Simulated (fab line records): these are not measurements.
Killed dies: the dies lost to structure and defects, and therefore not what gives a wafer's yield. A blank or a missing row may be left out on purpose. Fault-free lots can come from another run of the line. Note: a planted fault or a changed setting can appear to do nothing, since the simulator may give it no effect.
The tool behind it: which one? ; flow berkeley-cmos170 ; 14 lots, 42 wafers sampled, at 2 steps of a route of 331

WHAT EACH GAUGE READ, for each wafer
UCB170_PVT_TW_MEAS_09.
lot;measured;on;PVT_TW
L375;day 6 11:11;film-metro-03;499 502 500
L377;day 6 18:51;film-metro-03;502 501 500
L378;day 7 06:45;film-metro-02;506 508 506
L380;day 7 07:02;film-metro-04;508 508 507
L381;day 7 19:11;film-metro-02;506 505 504
L382;day 7 19:26;film-metro-02;504 504 503
L386;day 8 11:10;film-metro-02;506 506 504
L384;day 8 12:02;film-metro-03;31 31 31
L388;day 8 15:17;film-metro-02;31 31 31
L391;day 9 16:38;film-metro-04;511 511 513
L393;day 9 16:54;film-metro-03;504 504 502
L394;day 9 17:10;film-metro-03;504 505 503
L396;day 10 17:50;film-metro-02;505 507 506
L398;day 11 08:17;film-metro-03;505 504 504

EACH LOT AND THE TOOL THAT RAN IT (in order: tool; ch and the chambers of the sampled wafers; start)
lot;UCB170_PVT_DEVELOP_05
L375;litho-track-03 ch 0, day 6 10:00
L377;litho-track-01 ch 0, day 6 18:00
L378;litho-track-03 ch 0, day 7 06:00
L380;litho-track-03 ch 0, day 7 06:00
L381;litho-track-03 ch 0, day 7 18:00
L382;litho-track-02 ch 0, day 7 19:00
L386;litho-track-01 ch 0, day 8 10:00
L384;litho-track-03 ch 0, day 8 11:00
L388;litho-track-03 ch 0, day 8 14:00
L391;litho-track-01 ch 0, day 9 16:00
L393;litho-track-01 ch 0, day 9 16:00
L394;litho-track-01 ch 0, day 9 16:00
L396;litho-track-01 ch 0, day 10 17:00
L398;litho-track-02 ch 0, day 11 07:00
- UCB170_PVT_DEVELOP_05: develop time 45 s.

WHAT THE TOOLS THEMSELVES READ (means of the sampled wafers that have a number; where no wafer has one, the mark that the record gives instead)
The record holds no such reading with a usual standard deviation.

THE ANSWER, worked out from the rows above alone
Rule: the lots themselves supply what counts as usual. Put in order of their means at a reading, lots are off if they are a third of the lots or fewer, leave a main group of 4 or more, and stand apart from it by a gap of 3 or more times the standard deviation of the main group's means; of several such gaps the widest counts. The tables above print the reading to a certain number of digits; a main group whose means all agree to those digits is not used. Also off: a lot with no number at a reading for which 4 or more lots have one. Where the step has rows for the other lots, those lots are counted as sound. Order of review: gauges by route order, followed by the tools' own readings, for which a lot's mean as printed above is used. At the first step where some lot is off, the reading lying furthest off is the one used; lots without a number count as furthest.
Off: at UCB170_PVT_TW_MEAS_09 (PVT_TW), L384, L388. Main group: mean 505, sd 2.9.
If a tool, at a process step before that reading, ran all the lots that are off and no sound lot after the first of them, it fits. Those tools and the gauges at UCB170_PVT_TW_MEAS_09 are tried in the same way. One candidate fits, namely litho-track-03 at UCB170_PVT_DEVELOP_05. A fault onset in the window from L381 (day 7 18:00, its last sound lot) to L384 (day 8 11:00, its first lot off) fits.

WHAT THE SIMULATOR HAD INSERTED
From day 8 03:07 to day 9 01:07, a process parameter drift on litho-track-03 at UCB170_PVT_DEVELOP_05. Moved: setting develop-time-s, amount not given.
Lots struck among those shown: L384, L388. The rule given above showed the same thing.
